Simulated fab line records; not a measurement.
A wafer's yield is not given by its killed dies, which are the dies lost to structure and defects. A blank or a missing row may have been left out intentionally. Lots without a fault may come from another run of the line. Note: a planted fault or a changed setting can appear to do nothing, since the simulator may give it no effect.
fab line records :: flow ritCmos
record:
  lots: 14
  wafers: 42
  lastDay: 7
route steps=202 shown GATE@84 M1@202
lots that met no fault: from a run of the same line without faults
startH: start of the lot's first displayed wafer, in hours after the record's first day :: waitH: how many hours have passed since the lot's step before this one :: " as in the row above :: L1.1+2: several wafers, shown together as one row :: - value missing, or start not given :: * or withheld: withheld :: < > ~ a bound
route shown NAME@n: a module of which the file shows steps, and the number in the route of the first :: usual: mean/standard deviation of fault-free wafers :: same: alike in all rows :: chamber/n: place in a boat :: sites: per-site readings :: _std_site: their standard deviation :: _edge_site: outer sites' mean less inner sites' :: radiusMm: for every site, how far away it sits from the centre of the wafer :: mask NAME#n: copy n :: behind: the last tool/chamber to shape the wafer :: hold: why the lot was held/for how many hours/how that ended :: device: the transistor (n, p or np) that didn't switch :: end of line: tests run on the same wafers once the route is complete :: a step with no rows: only its recipe :: killed: not the wafer's yield, but the dies lost to structure and defects at the first sort :: map: a wafer's dies, x killed, . not, _ none there
set.NAME: the setting that was run; set.NAME@STEP: the one run at that earlier step :: model.NAME: the simulator's own value behind a step, which no gauge read
steps of the route over a sample of lots; a table a step, a row a wafer
services: when a tool's chamber went out of use (startH, in hours from the record's first day, below 0 if earlier), for how many hours, and the reason
== steps ==
step: RIT_GATE_CVD_08
recipe:
  material: poly-Si
  targetThkNm: 250
  tempC: 610
  precursor: SiH4
  timeS: 2220
  pressureMtorr: 300
  sih4FlowSccm: 100
usual:
  susceptorTempC: 610.0/0.3
  zonePowerLoadPct: 11.3/0.81
lot.wafer: L620.4
tool: lpcvd-02
chamber: 0
startH: 34.69
waitH: 0.0
susceptorTempC: 610.3
zonePowerLoadPct: 12.6

lot.wafer: L620.5
tool: lpcvd-02
chamber: 0
startH: 34.69
waitH: 0.0
susceptorTempC: 610.6
zonePowerLoadPct: 12.6

lot.wafer: L620.6
tool: lpcvd-02
chamber: 0
startH: 34.69
waitH: 0.0
susceptorTempC: 610.0
zonePowerLoadPct: 12.6

lot.wafer: L621.2
tool: lpcvd-01
chamber: 1
startH: 38.25
waitH: 0.0
susceptorTempC: 609.9
zonePowerLoadPct: 10.9

lot.wafer: L621.3
tool: lpcvd-01
chamber: 1
startH: 38.25
waitH: 0.0
susceptorTempC: 610.1
zonePowerLoadPct: 10.7

lot.wafer: L621.5
tool: lpcvd-01
chamber: 1
startH: 38.25
waitH: 0.0
susceptorTempC: 609.9
zonePowerLoadPct: 10.8

lot.wafer: L624.2
tool: lpcvd-02
chamber: 1
startH: 54.71
waitH: 0.0
susceptorTempC: 610.3
zonePowerLoadPct: 10.8

lot.wafer: L624.5
tool: lpcvd-02
chamber: 1
startH: 54.71
waitH: 0.0
susceptorTempC: 609.9
zonePowerLoadPct: 10.9

lot.wafer: L624.6
tool: lpcvd-02
chamber: 1
startH: 54.71
waitH: 0.0
susceptorTempC: 610.1
zonePowerLoadPct: 10.7

lot.wafer: L625.1
tool: lpcvd-02
chamber: 1
startH: 58.81
waitH: 0.1
susceptorTempC: 610.3
zonePowerLoadPct: 11.1

lot.wafer: L625.4
tool: lpcvd-02
chamber: 1
startH: 58.81
waitH: 0.1
susceptorTempC: 610.2
zonePowerLoadPct: 11.0

lot.wafer: L625.6
tool: lpcvd-02
chamber: 1
startH: 58.81
waitH: 0.1
susceptorTempC: 610.1
zonePowerLoadPct: 10.9

lot.wafer: L628.4
tool: lpcvd-02
chamber: 0
startH: 74.84
waitH: 0.0
susceptorTempC: 609.8
zonePowerLoadPct: 12.8

lot.wafer: L628.5
tool: lpcvd-02
chamber: 0
startH: 74.84
waitH: 0.0
susceptorTempC: 609.9
zonePowerLoadPct: 12.7

lot.wafer: L628.6
tool: lpcvd-02
chamber: 0
startH: 74.84
waitH: 0.0
susceptorTempC: 609.9
zonePowerLoadPct: 12.4

lot.wafer: L630.4
tool: lpcvd-02
chamber: 0
startH: 85.17
waitH: 0.0
susceptorTempC: 609.9
zonePowerLoadPct: 12.6

lot.wafer: L630.5
tool: lpcvd-02
chamber: 0
startH: 85.17
waitH: 0.0
susceptorTempC: 609.6
zonePowerLoadPct: 12.6

lot.wafer: L630.6
tool: lpcvd-02
chamber: 0
startH: 85.17
waitH: 0.0
susceptorTempC: 610.1
zonePowerLoadPct: 12.2

lot.wafer: L633.2
tool: lpcvd-01
chamber: 1
startH: 109.73
waitH: 0.0
susceptorTempC: 609.9
zonePowerLoadPct: 10.7

lot.wafer: L633.4
tool: lpcvd-01
chamber: 1
startH: 109.73
waitH: 0.0
susceptorTempC: 610.2
zonePowerLoadPct: 10.7

lot.wafer: L633.6
tool: lpcvd-01
chamber: 1
startH: 109.73
waitH: 0.0
susceptorTempC: 610.4
zonePowerLoadPct: 10.8

lot.wafer: L634.1
tool: lpcvd-01
chamber: 0
startH: 109.73
waitH: 0.1
susceptorTempC: 610.3
zonePowerLoadPct: 10.7

lot.wafer: L634.3
tool: lpcvd-01
chamber: 0
startH: 109.73
waitH: 0.1
susceptorTempC: 609.9
zonePowerLoadPct: 10.7

lot.wafer: L634.4
tool: lpcvd-01
chamber: 0
startH: 109.73
waitH: 0.1
susceptorTempC: 610.3
zonePowerLoadPct: 10.6

lot.wafer: L635.1
tool: lpcvd-01
chamber: 1
startH: 115.42
waitH: 0.1
susceptorTempC: 609.6
zonePowerLoadPct: 10.7

lot.wafer: L635.3
tool: lpcvd-01
chamber: 1
startH: 115.42
waitH: 0.1
susceptorTempC: 610.0
zonePowerLoadPct: 10.8

lot.wafer: L635.6
tool: lpcvd-01
chamber: 1
startH: 115.42
waitH: 0.1
susceptorTempC: 609.8
zonePowerLoadPct: 10.8

lot.wafer: L638.1
tool: lpcvd-01
chamber: 1
startH: 131.68
waitH: 0.1
susceptorTempC: 610.4
zonePowerLoadPct: 10.8

lot.wafer: L638.4
tool: lpcvd-01
chamber: 1
startH: 131.68
waitH: 0.1
susceptorTempC: 609.7
zonePowerLoadPct: 10.9

lot.wafer: L638.5
tool: lpcvd-01
chamber: 1
startH: 131.68
waitH: 0.1
susceptorTempC: 610.3
zonePowerLoadPct: 10.9

lot.wafer: L639.3
tool: lpcvd-01
chamber: 0
startH: 137.09
waitH: 0.9
susceptorTempC: 609.8
zonePowerLoadPct: 10.6

lot.wafer: L639.5
tool: lpcvd-01
chamber: 0
startH: 137.09
waitH: 0.9
susceptorTempC: 610.0
zonePowerLoadPct: 10.7

lot.wafer: L639.6
tool: lpcvd-01
chamber: 0
startH: 137.09
waitH: 0.9
susceptorTempC: 610.1
zonePowerLoadPct: 10.6

lot.wafer: L640.1
tool: lpcvd-02
chamber: 0
startH: 137.98
waitH: 0.1
susceptorTempC: 609.2
zonePowerLoadPct: 12.5

lot.wafer: L640.3
tool: lpcvd-02
chamber: 0
startH: 137.98
waitH: 0.1
susceptorTempC: 609.7
zonePowerLoadPct: 12.3

lot.wafer: L640.5
tool: lpcvd-02
chamber: 0
startH: 137.98
waitH: 0.1
susceptorTempC: 609.6
zonePowerLoadPct: 12.5

lot.wafer: L641.1
tool: lpcvd-02
chamber: 1
startH: 145.32
waitH: 0.1
susceptorTempC: 609.9
zonePowerLoadPct: 10.9

lot.wafer: L641.3
tool: lpcvd-02
chamber: 1
startH: 145.32
waitH: 0.1
susceptorTempC: 609.7
zonePowerLoadPct: 10.9

lot.wafer: L641.4
tool: lpcvd-02
chamber: 1
startH: 145.32
waitH: 0.1
susceptorTempC: 609.9
zonePowerLoadPct: 11.0

lot.wafer: L643.3
tool: lpcvd-01
chamber: 0
startH: 150.29
waitH: 0.4
susceptorTempC: 609.7
zonePowerLoadPct: 10.6

lot.wafer: L643.4
tool: lpcvd-01
chamber: 0
startH: 150.29
waitH: 0.4
susceptorTempC: 609.8
zonePowerLoadPct: 10.6

lot.wafer: L643.5
tool: lpcvd-01
chamber: 0
startH: 150.29
waitH: 0.4
susceptorTempC: 610.2
zonePowerLoadPct: 10.8
step: RIT_GATE_THK_MEAS_09
recipe:
  reads: poly-Si_of_GATE_CVD_08
usual:
  GATE_POLY_THK: 251.3/2.3
lot.wafer: L620.4
tool: filmMetro-03
chamber: -
startH: 36.34
waitH: 0.0
GATE_POLY_THK[nm]: 252.2

lot.wafer: L620.5
tool: filmMetro-03
chamber: -
startH: 36.34
waitH: 0.0
GATE_POLY_THK[nm]: 253.3

lot.wafer: L620.6
tool: filmMetro-03
chamber: -
startH: 36.34
waitH: 0.0
GATE_POLY_THK[nm]: 252.2

lot.wafer: L621.2
tool: filmMetro-02
chamber: -
startH: 39.87
waitH: 0.0
GATE_POLY_THK[nm]: 251.3

lot.wafer: L621.3
tool: filmMetro-02
chamber: -
startH: 39.87
waitH: 0.0
GATE_POLY_THK[nm]: 250.7

lot.wafer: L621.5
tool: filmMetro-02
chamber: -
startH: 39.87
waitH: 0.0
GATE_POLY_THK[nm]: 249.5

lot.wafer: L624.2
tool: filmMetro-04
chamber: -
startH: 56.33
waitH: 0.0
GATE_POLY_THK[nm]: 246.6

lot.wafer: L624.5
tool: filmMetro-04
chamber: -
startH: 56.33
waitH: 0.0
GATE_POLY_THK[nm]: 248.6

lot.wafer: L624.6
tool: filmMetro-04
chamber: -
startH: 56.33
waitH: 0.0
GATE_POLY_THK[nm]: 248.4

lot.wafer: L625.1
tool: filmMetro-04
chamber: -
startH: 60.43
waitH: 0.0
GATE_POLY_THK[nm]: 252.9

lot.wafer: L625.4
tool: filmMetro-04
chamber: -
startH: 60.43
waitH: 0.0
GATE_POLY_THK[nm]: 251.4

lot.wafer: L625.6
tool: filmMetro-04
chamber: -
startH: 60.43
waitH: 0.0
GATE_POLY_THK[nm]: 253.5

lot.wafer: L628.4
tool: filmMetro-04
chamber: -
startH: 76.49
waitH: 0.0
GATE_POLY_THK[nm]: 124.9

lot.wafer: L628.5
tool: filmMetro-04
chamber: -
startH: 76.49
waitH: 0.0
GATE_POLY_THK[nm]: 124.0

lot.wafer: L628.6
tool: filmMetro-04
chamber: -
startH: 76.49
waitH: 0.0
GATE_POLY_THK[nm]: 124.4

lot.wafer: L630.4
tool: filmMetro-02
chamber: -
startH: 86.82
waitH: 0.0
GATE_POLY_THK[nm]: 116.6

lot.wafer: L630.5
tool: filmMetro-02
chamber: -
startH: 86.82
waitH: 0.0
GATE_POLY_THK[nm]: 120.6

lot.wafer: L630.6
tool: filmMetro-02
chamber: -
startH: 86.82
waitH: 0.0
GATE_POLY_THK[nm]: 117.7

lot.wafer: L634.1
tool: filmMetro-03
chamber: -
startH: 111.35
waitH: 0.0
GATE_POLY_THK[nm]: 250.1

lot.wafer: L634.3
tool: filmMetro-03
chamber: -
startH: 111.35
waitH: 0.0
GATE_POLY_THK[nm]: 249.7

lot.wafer: L634.4
tool: filmMetro-03
chamber: -
startH: 111.35
waitH: 0.0
GATE_POLY_THK[nm]: 248.9

lot.wafer: L633.2
tool: filmMetro-04
chamber: -
startH: 111.36
waitH: 0.0
GATE_POLY_THK[nm]: 251.9

lot.wafer: L633.4
tool: filmMetro-04
chamber: -
startH: 111.36
waitH: 0.0
GATE_POLY_THK[nm]: 252.8

lot.wafer: L633.6
tool: filmMetro-04
chamber: -
startH: 111.36
waitH: 0.0
GATE_POLY_THK[nm]: 250.1

lot.wafer: L635.1
tool: filmMetro-04
chamber: -
startH: 117.04
waitH: 0.0
GATE_POLY_THK[nm]: 248.7

lot.wafer: L635.3
tool: filmMetro-04
chamber: -
startH: 117.04
waitH: 0.0
GATE_POLY_THK[nm]: 249.2

lot.wafer: L635.6
tool: filmMetro-04
chamber: -
startH: 117.04
waitH: 0.0
GATE_POLY_THK[nm]: 250.4

lot.wafer: L638.1
tool: filmMetro-04
chamber: -
startH: 133.29
waitH: 0.0
GATE_POLY_THK[nm]: 251.8

lot.wafer: L638.4
tool: filmMetro-04
chamber: -
startH: 133.29
waitH: 0.0
GATE_POLY_THK[nm]: 249.8

lot.wafer: L638.5
tool: filmMetro-04
chamber: -
startH: 133.29
waitH: 0.0
GATE_POLY_THK[nm]: 250.2

lot.wafer: L639.3
tool: filmMetro-04
chamber: -
startH: 138.72
waitH: 0.0
GATE_POLY_THK[nm]: 253.7

lot.wafer: L639.5
tool: filmMetro-04
chamber: -
startH: 138.72
waitH: 0.0
GATE_POLY_THK[nm]: 255.0

lot.wafer: L639.6
tool: filmMetro-04
chamber: -
startH: 138.72
waitH: 0.0
GATE_POLY_THK[nm]: 254.5

lot.wafer: L640.1
tool: filmMetro-03
chamber: -
startH: 139.59
waitH: 0.0
GATE_POLY_THK[nm]: 252.2

lot.wafer: L640.3
tool: filmMetro-03
chamber: -
startH: 139.59
waitH: 0.0
GATE_POLY_THK[nm]: 253.0

lot.wafer: L640.5
tool: filmMetro-03
chamber: -
startH: 139.59
waitH: 0.0
GATE_POLY_THK[nm]: 252.5

lot.wafer: L641.1
tool: filmMetro-02
chamber: -
startH: 146.94
waitH: 0.0
GATE_POLY_THK[nm]: 249.4

lot.wafer: L641.3
tool: filmMetro-02
chamber: -
startH: 146.94
waitH: 0.0
GATE_POLY_THK[nm]: 247.9

lot.wafer: L641.4
tool: filmMetro-02
chamber: -
startH: 146.94
waitH: 0.0
GATE_POLY_THK[nm]: 248.6

lot.wafer: L643.3
tool: filmMetro-03
chamber: -
startH: 151.92
waitH: 0.0
GATE_POLY_THK[nm]: 252.9

lot.wafer: L643.4
tool: filmMetro-03
chamber: -
startH: 151.92
waitH: 0.0
GATE_POLY_THK[nm]: 251.7

lot.wafer: L643.5
tool: filmMetro-03
chamber: -
startH: 151.92
waitH: 0.0
GATE_POLY_THK[nm]: 253.5
step: RIT_GATE_ETCH_19
recipe:
  chemistry: SF6/CHF3/O2
  timeS: 165
  SF6_flow_sccm: 30
  CHF3_flow_sccm: 30
  O2_flow_sccm: 5
  target: poly-Si
  pressureMtorr: 40
  rfW: 160
  targetDepthA: 3125
  overEtchFrac: 0.25
  stopOn: SiO2
usual:
  SF6_flow_sccm: 30.00/0.091
  drypumpMotorCurrentA: 5.7/0.48
  oesProductAu: 0.849/0.015
  throttleValvePct: 10.26/0.16
lot.wafer: L620.4
tool: rieSi-02
chamber: 3
startH: 37.61
waitH: 0.1
SF6_flow_sccm: 29.99
drypumpMotorCurrentA: 6.6
oesProductAu: 0.834
rfHoursCounterH: 136
throttleValvePct: 10.45

lot.wafer: L620.5
tool: rieSi-02
chamber: 0
startH: 37.61
waitH: 0.1
SF6_flow_sccm: 29.93
drypumpMotorCurrentA: 6.0
oesProductAu: 0.870
rfHoursCounterH: -
throttleValvePct: 10.26

lot.wafer: L620.6
tool: rieSi-02
chamber: 3
startH: 37.61
waitH: 0.1
SF6_flow_sccm: 30.00
drypumpMotorCurrentA: 6.5
oesProductAu: 0.837
rfHoursCounterH: -
throttleValvePct: 10.44

lot.wafer: L621.2
tool: rieSi-01
chamber: 1
startH: 41.21
waitH: 0.1
SF6_flow_sccm: 30.00
drypumpMotorCurrentA: 5.3
oesProductAu: 0.863
rfHoursCounterH: 59
throttleValvePct: 10.15

lot.wafer: L621.3
tool: rieSi-01
chamber: 0
startH: 41.21
waitH: 0.1
SF6_flow_sccm: 29.98
drypumpMotorCurrentA: 5.0
oesProductAu: 0.828
rfHoursCounterH: 27
throttleValvePct: 10.04

lot.wafer: L621.5
tool: rieSi-01
chamber: 0
startH: 41.21
waitH: 0.1
SF6_flow_sccm: 30.06
drypumpMotorCurrentA: 5.0
oesProductAu: 0.817
rfHoursCounterH: -
throttleValvePct: 10.05

lot.wafer: L624.2
tool: rieSi-02
chamber: 2
startH: 57.54
waitH: 0.1
SF6_flow_sccm: 30.05
drypumpMotorCurrentA: 5.3
oesProductAu: 0.834
rfHoursCounterH: 1
throttleValvePct: 10.48

lot.wafer: L624.5
tool: rieSi-02
chamber: 2
startH: 57.54
waitH: 0.1
SF6_flow_sccm: 30.06
drypumpMotorCurrentA: 5.3
oesProductAu: 0.834
rfHoursCounterH: -
throttleValvePct: 10.50

lot.wafer: L624.6
tool: rieSi-02
chamber: 1
startH: 57.54
waitH: 0.1
SF6_flow_sccm: 29.82
drypumpMotorCurrentA: 5.3
oesProductAu: 0.848
rfHoursCounterH: -
throttleValvePct: 10.11

lot.wafer: L625.1
tool: rieSi-01
chamber: 2
startH: 61.83
waitH: 0.1
SF6_flow_sccm: 29.98
drypumpMotorCurrentA: 6.1
oesProductAu: 0.871
rfHoursCounterH: 36
throttleValvePct: 10.26

lot.wafer: L625.4
tool: rieSi-01
chamber: 3
startH: 61.83
waitH: 0.1
SF6_flow_sccm: 30.02
drypumpMotorCurrentA: 5.9
oesProductAu: 0.854
rfHoursCounterH: 0
throttleValvePct: 10.39

lot.wafer: L625.6
tool: rieSi-01
chamber: 0
startH: 61.83
waitH: 0.1
SF6_flow_sccm: 30.03
drypumpMotorCurrentA: 5.0
oesProductAu: 0.841
rfHoursCounterH: -
throttleValvePct: 10.05

lot.wafer: L628.4
tool: rieSi-02
chamber: 0
startH: 77.67
waitH: 0.1
SF6_flow_sccm: 29.88
drypumpMotorCurrentA: 5.9
oesProductAu: 0.548
rfHoursCounterH: 0
throttleValvePct: 10.25

lot.wafer: L628.5
tool: rieSi-02
chamber: 1
startH: 77.67
waitH: 0.1
SF6_flow_sccm: 30.06
drypumpMotorCurrentA: 5.4
oesProductAu: 0.554
rfHoursCounterH: -
throttleValvePct: 10.11

lot.wafer: L628.6
tool: rieSi-02
chamber: 2
startH: 77.67
waitH: 0.1
SF6_flow_sccm: 30.07
drypumpMotorCurrentA: 5.3
oesProductAu: 0.547
rfHoursCounterH: -
throttleValvePct: 10.48

lot.wafer: L630.4
tool: rieSi-02
chamber: 2
startH: 88.13
waitH: 0.1
SF6_flow_sccm: 30.05
drypumpMotorCurrentA: 5.3
oesProductAu: 0.519
rfHoursCounterH: 1
throttleValvePct: 10.49

lot.wafer: L630.5
tool: rieSi-02
chamber: 0
startH: 88.13
waitH: 0.1
SF6_flow_sccm: 29.94
drypumpMotorCurrentA: 6.0
oesProductAu: 0.538
rfHoursCounterH: -
throttleValvePct: 10.25

lot.wafer: L630.6
tool: rieSi-02
chamber: 1
startH: 88.13
waitH: 0.1
SF6_flow_sccm: 30.01
drypumpMotorCurrentA: 5.3
oesProductAu: 0.532
rfHoursCounterH: -
throttleValvePct: 10.09

lot.wafer: L633.2
tool: rieSi-01
chamber: 2
startH: 112.56
waitH: 0.1
SF6_flow_sccm: 30.00
drypumpMotorCurrentA: 6.0
oesProductAu: 0.873
rfHoursCounterH: 36
throttleValvePct: 10.24

lot.wafer: L633.4
tool: rieSi-01
chamber: 2
startH: 112.56
waitH: 0.1
SF6_flow_sccm: 30.03
drypumpMotorCurrentA: 6.1
oesProductAu: 0.871
rfHoursCounterH: -
throttleValvePct: 10.24

lot.wafer: L633.6
tool: rieSi-01
chamber: 0
startH: 112.56
waitH: 0.1
SF6_flow_sccm: 29.93
drypumpMotorCurrentA: 4.9
oesProductAu: 0.829
rfHoursCounterH: -
throttleValvePct: 10.05

lot.wafer: L634.1
tool: rieSi-02
chamber: 2
startH: 112.81
waitH: 0.1
SF6_flow_sccm: 29.88
drypumpMotorCurrentA: 5.3
oesProductAu: 0.838
rfHoursCounterH: 2
throttleValvePct: 10.48

lot.wafer: L634.3
tool: rieSi-02
chamber: 3
startH: 112.81
waitH: 0.1
SF6_flow_sccm: 29.86
drypumpMotorCurrentA: 6.6
oesProductAu: 0.830
rfHoursCounterH: 137
throttleValvePct: 10.46

lot.wafer: L634.4
tool: rieSi-02
chamber: 1
startH: 112.81
waitH: 0.1
SF6_flow_sccm: 29.82
drypumpMotorCurrentA: 5.3
oesProductAu: 0.846
rfHoursCounterH: 96
throttleValvePct: 10.11

lot.wafer: L635.1
tool: rieSi-01
chamber: 2
startH: 118.25
waitH: 0.1
SF6_flow_sccm: 30.02
drypumpMotorCurrentA: 6.1
oesProductAu: 0.868
rfHoursCounterH: 37
throttleValvePct: 10.23

lot.wafer: L635.3
tool: rieSi-01
chamber: 3
startH: 118.25
waitH: 0.1
SF6_flow_sccm: 30.19
drypumpMotorCurrentA: 5.9
oesProductAu: 0.851
rfHoursCounterH: 1
throttleValvePct: 10.40

lot.wafer: L635.6
tool: rieSi-01
chamber: 0
startH: 118.25
waitH: 0.1
SF6_flow_sccm: 30.07
drypumpMotorCurrentA: 4.9
oesProductAu: 0.825
rfHoursCounterH: -
throttleValvePct: 10.04

lot.wafer: L638.1
tool: rieSi-02
chamber: 1
startH: 134.51
waitH: 0.1
SF6_flow_sccm: 30.00
drypumpMotorCurrentA: 5.3
oesProductAu: 0.856
rfHoursCounterH: 96
throttleValvePct: 10.10

lot.wafer: L638.4
tool: rieSi-02
chamber: 2
startH: 134.51
waitH: 0.1
SF6_flow_sccm: 30.10
drypumpMotorCurrentA: 5.3
oesProductAu: 0.842
rfHoursCounterH: 2
throttleValvePct: 10.49

lot.wafer: L638.5
tool: rieSi-02
chamber: 0
startH: 134.51
waitH: 0.1
SF6_flow_sccm: 29.86
drypumpMotorCurrentA: 5.9
oesProductAu: 0.843
rfHoursCounterH: -
throttleValvePct: 10.26

lot.wafer: L639.3
tool: rieSi-01
chamber: 0
startH: 140.36
waitH: 0.1
SF6_flow_sccm: 29.92
drypumpMotorCurrentA: 5.0
oesProductAu: 0.828
rfHoursCounterH: 28
throttleValvePct: 10.04

lot.wafer: L639.5
tool: rieSi-01
chamber: 2
startH: 140.36
waitH: 0.1
SF6_flow_sccm: 29.96
drypumpMotorCurrentA: 6.0
oesProductAu: 0.876
rfHoursCounterH: -
throttleValvePct: 10.24

lot.wafer: L639.6
tool: rieSi-01
chamber: 3
startH: 140.36
waitH: 0.1
SF6_flow_sccm: 30.15
drypumpMotorCurrentA: 5.9
oesProductAu: 0.859
rfHoursCounterH: -
throttleValvePct: 10.39

lot.wafer: L640.1
tool: rieSi-02
chamber: 0
startH: 141.10
waitH: 0.1
SF6_flow_sccm: 30.02
drypumpMotorCurrentA: 5.9
oesProductAu: 0.849
rfHoursCounterH: 1
throttleValvePct: 10.25

lot.wafer: L640.3
tool: rieSi-02
chamber: 3
startH: 141.10
waitH: 0.1
SF6_flow_sccm: 30.17
drypumpMotorCurrentA: 6.5
oesProductAu: 0.832
rfHoursCounterH: 137
throttleValvePct: 10.47

lot.wafer: L640.5
tool: rieSi-02
chamber: 1
startH: 141.10
waitH: 0.1
SF6_flow_sccm: 29.92
drypumpMotorCurrentA: 5.3
oesProductAu: 0.862
rfHoursCounterH: -
throttleValvePct: 10.11

lot.wafer: L641.1
tool: rieSi-01
chamber: 2
startH: 148.15
waitH: 0.1
SF6_flow_sccm: 30.05
drypumpMotorCurrentA: 6.0
oesProductAu: 0.864
rfHoursCounterH: 37
throttleValvePct: 10.25

lot.wafer: L641.3
tool: rieSi-01
chamber: 0
startH: 148.15
waitH: 0.1
SF6_flow_sccm: 30.04
drypumpMotorCurrentA: 5.0
oesProductAu: 0.814
rfHoursCounterH: 28
throttleValvePct: 10.04

lot.wafer: L641.4
tool: rieSi-01
chamber: 1
startH: 148.15
waitH: 0.1
SF6_flow_sccm: 30.05
drypumpMotorCurrentA: 5.3
oesProductAu: 0.855
rfHoursCounterH: 60
throttleValvePct: 10.13

lot.wafer: L643.3
tool: rieSi-01
chamber: 0
startH: 153.25
waitH: 0.1
SF6_flow_sccm: 30.09
drypumpMotorCurrentA: 5.0
oesProductAu: 0.824
rfHoursCounterH: 28
throttleValvePct: 10.08

lot.wafer: L643.4
tool: rieSi-01
chamber: 2
startH: 153.25
waitH: 0.1
SF6_flow_sccm: 30.08
drypumpMotorCurrentA: 6.1
oesProductAu: 0.867
rfHoursCounterH: 37
throttleValvePct: 10.24

lot.wafer: L643.5
tool: rieSi-01
chamber: 0
startH: 153.25
waitH: 0.1
SF6_flow_sccm: 30.17
drypumpMotorCurrentA: 5.0
oesProductAu: 0.835
rfHoursCounterH: -
throttleValvePct: 10.05
step: RIT_M1_PROBE_99
usual:
  killed_at_M0_to_M3: 0.0/0.12
  killedAtContacts: 0.1/0.24
  killedAtFrontEnd: 6.6/2.7
  killedDies: 6.6/2.7
  killedOpen: 3.3/1.8
  killedShort: 3.4/1.9
same:
  grossDies: 264
  killed_at_M4_up: 0
  killedAtBackSide: 0
  killedAtOther: 0
lot.wafer: L634.1
tool: prober-01
chamber: -
startH: 136.37
waitH: 0.1
killed_at_M0_to_M3: 0
killedAtContacts: 0
killedAtFrontEnd: 4
killedDies: 4
killedOpen: 2
killedShort: 2

lot.wafer: L634.3
tool: prober-01
chamber: -
startH: 136.47
waitH: 0.2
killed_at_M0_to_M3: 0
killedAtContacts: 0
killedAtFrontEnd: 9
killedDies: 9
killedOpen: 4
killedShort: 5

lot.wafer: L634.4
tool: prober-01
chamber: -
startH: 136.52
waitH: 0.2
killed_at_M0_to_M3: 0
killedAtContacts: 0
killedAtFrontEnd: 9
killedDies: 9
killedOpen: 5
killedShort: 4

lot.wafer: L639.3
tool: prober-02
chamber: -
startH: 161.00
waitH: 0.2
killed_at_M0_to_M3: 0
killedAtContacts: 0
killedAtFrontEnd: 9
killedDies: 9
killedOpen: 5
killedShort: 4

lot.wafer: L639.5
tool: prober-02
chamber: -
startH: 161.10
waitH: 0.2
killed_at_M0_to_M3: 0
killedAtContacts: 0
killedAtFrontEnd: 5
killedDies: 5
killedOpen: 1
killedShort: 4

lot.wafer: L639.6
tool: prober-02
chamber: -
startH: 161.15
waitH: 0.2
killed_at_M0_to_M3: 0
killedAtContacts: 0
killedAtFrontEnd: 4
killedDies: 4
killedOpen: 2
killedShort: 2

lot.wafer: L640.3
tool: prober-01
chamber: -
startH: 164.28
waitH: 0.2
killed_at_M0_to_M3: 0
killedAtContacts: 0
killedAtFrontEnd: 5
killedDies: 5
killedOpen: 2
killedShort: 3

lot.wafer: L640.5
tool: prober-01
chamber: -
startH: 164.38
waitH: 0.2
killed_at_M0_to_M3: 0
killedAtContacts: 0
killedAtFrontEnd: 6
killedDies: 6
killedOpen: 3
killedShort: 3

lot.wafer: L643.3
tool: prober-02
chamber: -
startH: 173.63
waitH: 0.2
killed_at_M0_to_M3: 0
killedAtContacts: 0
killedAtFrontEnd: 7
killedDies: 7
killedOpen: 1
killedShort: 6

lot.wafer: L643.4
tool: prober-02
chamber: -
startH: 173.68
waitH: 0.2
killed_at_M0_to_M3: 0
killedAtContacts: 0
killedAtFrontEnd: 9
killedDies: 9
killedOpen: 4
killedShort: 5

lot.wafer: L643.5
tool: prober-02
chamber: -
startH: 173.73
waitH: 0.2
killed_at_M0_to_M3: 0
killedAtContacts: 1
killedAtFrontEnd: 4
killedDies: 5
killedOpen: 5
killedShort: 0
killed by level:class
L634.1 FOX1:geometricParticle:open=1 REOX:geometricParticle:short=1 SPACER:geometricParticle:short=1 SPACER:geometricParticle:open=1
L634.3 GATE:geometricParticle:short=4 GATE:geometricParticle:open=3 SPACER:geometricParticle:open=1 SPACER:geometricParticle:short=1
L634.4 SPACER:geometricParticle:open=4 FOX1:geometricParticle:short=2 FOX1:geometricParticle:open=1 GATE:geometricParticle:short=1 SILICIDE:geometricParticle:short=1
L639.3 FOX1:geometricParticle:short=2 FOX2:geometricParticle:open=2 GATE:geometricParticle:open=2 GATE:geometricParticle:short=1 REOX:geometricParticle:short=1 SILICIDE:geometricParticle:open=1
L639.5 GATE:geometricParticle:short=3 FOX1:geometricParticle:short=1 REOX:geometricParticle:open=1
L639.6 FOX2:geometricParticle:open=1 REOX:geometricParticle:short=1 SILICIDE:geometricParticle:short=1 SILICIDE:geometricParticle:open=1
L640.3 FOX1:geometricParticle:short=1 GATE:geometricParticle:short=1 REOX:geometricParticle:open=1 SPACER:geometricParticle:short=1 SILICIDE:geometricParticle:open=1
L640.5 GATE:geometricParticle:short=3 GATE:geometricParticle:open=2 SILICIDE:geometricParticle:open=1
L643.3 GATE:geometricParticle:short=3 FOX1:geometricParticle:short=2 FOX2:geometricParticle:short=1 REOX:geometricParticle:open=1
L643.4 GATE:geometricParticle:short=4 GATE:geometricParticle:open=2 FOX1:geometricParticle:open=1 FOX2:geometricParticle:open=1 SPACER:geometricParticle:short=1
L643.5 GATE:geometricParticle:open=2 SPACER:geometricParticle:open=2 CONTACT:geometricParticle:open=1
== services ==
tool: rieSi-02
chamber: 0
startH: 59.15
hours: -
kind: clean

tool: rieSi-02
chamber: 0
startH: 59.15
hours: 15.0
kind: scheduledDown

tool: rieSi-02
chamber: 0
startH: 59.15
hours: 15.0
kind: ventCycle

tool: rieSi-01
chamber: 1
startH: 74.11
hours: 64.8
kind: repair
== key ==
firstSign:
  step: RIT_GATE_THK_MEAS_09
  reading: GATE_POLY_THK
  direction: down
  sigmas: 56
  usual: 251.3
  struck: 121.4
effect:
  step: RIT_GATE_ETCH_19
  reading: oesProductAu
  direction: down
  sigmas: 20
  usual: 0.849
  struck: 0.540
metAt RIT_GATE_CVD_08
struckLots L628,L630
struckWafers L628.4,L628.5,L628.6,L630.4,L630.5,L630.6
testerLeftOut L628,L630
onsetBetween 34.69 74.84
fault:
  kind: processParameterDrift
  tool: lpcvd-02
  chamber: 0
  onsetH: 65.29
  steps: RIT_GATE_CVD_08
  channel: targetThkNm
  offset: -129.88
  shape: step
  endH: 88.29
  actsIn: theseRecipesOnly
  stated: 250
testerLeftOut: of these lots the tester's yield and bins aren't shown, on N5 and GAA mostly nor the transistor test; their killed dies are dies lost to structure and defects alone, not to doping, threshold or leakage, so they don't give the yield
